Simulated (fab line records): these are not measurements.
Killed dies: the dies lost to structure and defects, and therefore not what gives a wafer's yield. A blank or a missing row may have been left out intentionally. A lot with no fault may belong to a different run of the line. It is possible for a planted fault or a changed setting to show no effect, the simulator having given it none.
Commonality check across tools / flow rit cmos / 45 wafers sampled across 15 lots

## REASON FOR OPENING
Of 15 lots, 3 have the reading M1_AL_RS flagged at RIT_M1_RS_MEAS_01. Wafers without a fault read 0.0736 ohm/sq, standard deviation 0.0007.
Rule: flag the lot when none of its wafers has a number, or when each of its wafers that has one lies beyond 4 standard deviations from that mean. As for the other lots, they are considered sound.

lot=L957; measured=day 3 05:53; on=film metro-02; M1_AL_RS (ohm/sq), wafer by wafer=0.0730 0.0734 0.0733; flag=
lot=L958; measured=day 3 09:07; on=film metro-01; M1_AL_RS (ohm/sq), wafer by wafer=0.0735 0.0734 0.0735; flag=
lot=L959; measured=day 3 16:24; on=film metro-03; M1_AL_RS (ohm/sq), wafer by wafer=0.0729 0.0728 0.0722; flag=
lot=L961; measured=day 4 01:17; on=film metro-01; M1_AL_RS (ohm/sq), wafer by wafer=0.0747 0.0750 0.0744; flag=
lot=L962; measured=day 4 05:44; on=film metro-02; M1_AL_RS (ohm/sq), wafer by wafer=0.0728 0.0735 0.0729; flag=
lot=L963; measured=day 4 13:27; on=film metro-02; M1_AL_RS (ohm/sq), wafer by wafer=0.0741 0.0746 0.0745; flag=
lot=L965; measured=day 4 22:37; on=film metro-01; M1_AL_RS (ohm/sq), wafer by wafer=0.0729 0.0733 0.0725; flag=
lot=L967; measured=day 5 09:05; on=film metro-03; M1_AL_RS (ohm/sq), wafer by wafer=0.0734 0.0737 0.0729; flag=
lot=L968; measured=day 5 16:16; on=film metro-01; M1_AL_RS (ohm/sq), wafer by wafer=0.0738 0.0741 0.0739; flag=
lot=L970; measured=day 6 11:55; on=film metro-01; M1_AL_RS (ohm/sq), wafer by wafer=0.0731 0.0723 0.0725; flag=
lot=L971; measured=day 6 12:44; on=film metro-02; M1_AL_RS (ohm/sq), wafer by wafer=0.0366 0.0366 0.0366; flag=FLAGGED
lot=L973; measured=day 7 00:21; on=film metro-03; M1_AL_RS (ohm/sq), wafer by wafer=0.0736 0.0748 0.0739; flag=
lot=L975; measured=day 7 07:47; on=film metro-02; M1_AL_RS (ohm/sq), wafer by wafer=0.0362 0.0364 0.0360; flag=FLAGGED
lot=L977; measured=day 7 15:36; on=film metro-02; M1_AL_RS (ohm/sq), wafer by wafer=0.0366 0.0364 0.0366; flag=FLAGGED
lot=L980; measured=day 8 01:41; on=film metro-02; M1_AL_RS (ohm/sq), wafer by wafer=0.0749 0.0748 0.0750; flag=
The numbers of the flagged lots are 0.0364 ohm/sq on average: -0.0372 ohm/sq against the usual, or -53 standard deviations.

## TOOL THAT RAN EACH LOT
The record holds 1 process step before the reading, out of a route of 202 steps. Each cell gives the tool, then ch followed by the chambers the sampled wafers passed through, then the start.
lot=L957; flag=; RIT_M1_SPUTTER_00=pvd sputter-03, day 3 05:32
lot=L958; flag=; RIT_M1_SPUTTER_00=pvd sputter-02, day 3 08:48
lot=L959; flag=; RIT_M1_SPUTTER_00=pvd sputter-03, day 3 16:06
lot=L961; flag=; RIT_M1_SPUTTER_00=pvd sputter-02, day 4 00:58
lot=L962; flag=; RIT_M1_SPUTTER_00=pvd sputter-01, day 4 05:26
lot=L963; flag=; RIT_M1_SPUTTER_00=pvd sputter-02, day 4 13:10
lot=L965; flag=; RIT_M1_SPUTTER_00=pvd sputter-02, day 4 22:16
lot=L967; flag=; RIT_M1_SPUTTER_00=pvd sputter-02, day 5 08:44
lot=L968; flag=; RIT_M1_SPUTTER_00=pvd sputter-02, day 5 15:59
lot=L970; flag=; RIT_M1_SPUTTER_00=pvd sputter-01, day 6 11:36
lot=L971; flag=FLAGGED; RIT_M1_SPUTTER_00=pvd sputter-02, day 6 11:59
lot=L973; flag=; RIT_M1_SPUTTER_00=pvd sputter-02, day 7 00:03
lot=L975; flag=FLAGGED; RIT_M1_SPUTTER_00=pvd sputter-03, day 7 07:01
lot=L977; flag=FLAGGED; RIT_M1_SPUTTER_00=pvd sputter-03, day 7 14:51
lot=L980; flag=; RIT_M1_SPUTTER_00=pvd sputter-02, day 8 01:22
What the steps here do:
- RIT_M1_SPUTTER_00: material Al, target thk 400 nm, time 500 s.
- RIT_M1_RS_MEAS_01: measures by four-point-probe.

## FLAGGED OVER TOTAL, TOOL BY TOOL (the gauges that took the reading come last)
step=RIT_M1_SPUTTER_00; tool=pvd sputter-01; lots run=2; flagged=0; share of the flagged lots=none; sound lots run after its first flagged lot=-
step=RIT_M1_SPUTTER_00; tool=pvd sputter-02; lots run=9; flagged=1; share of the flagged lots=some; sound lots run after its first flagged lot=2 (L973,L980)
step=RIT_M1_SPUTTER_00; tool=pvd sputter-03; lots run=4; flagged=2; share of the flagged lots=some; sound lots run after its first flagged lot=0
step=RIT_M1_RS_MEAS_01; tool=film metro-01; lots run=5; flagged=0; share of the flagged lots=none; sound lots run after its first flagged lot=-
step=RIT_M1_RS_MEAS_01; tool=film metro-02; lots run=7; flagged=3; share of the flagged lots=all; sound lots run after its first flagged lot=1 (L980)
step=RIT_M1_RS_MEAS_01; tool=film metro-03; lots run=3; flagged=0; share of the flagged lots=none; sound lots run after its first flagged lot=-

## WHAT THE TABLE PERMITS
Rows of the table that ran each flagged lot: 1, that is film metro-02 at RIT_M1_RS_MEAS_01.
- film metro-02 at RIT_M1_RS_MEAS_01: 3 of its 7 lots flagged. Lots that were sound ran on it after the first flagged one (L980); a persistent fault on the entire tool would not allow that.
Not one row of the table ran every flagged lot while running no sound lot after the first.

## WHAT THE SIMULATOR HAD PUT IN
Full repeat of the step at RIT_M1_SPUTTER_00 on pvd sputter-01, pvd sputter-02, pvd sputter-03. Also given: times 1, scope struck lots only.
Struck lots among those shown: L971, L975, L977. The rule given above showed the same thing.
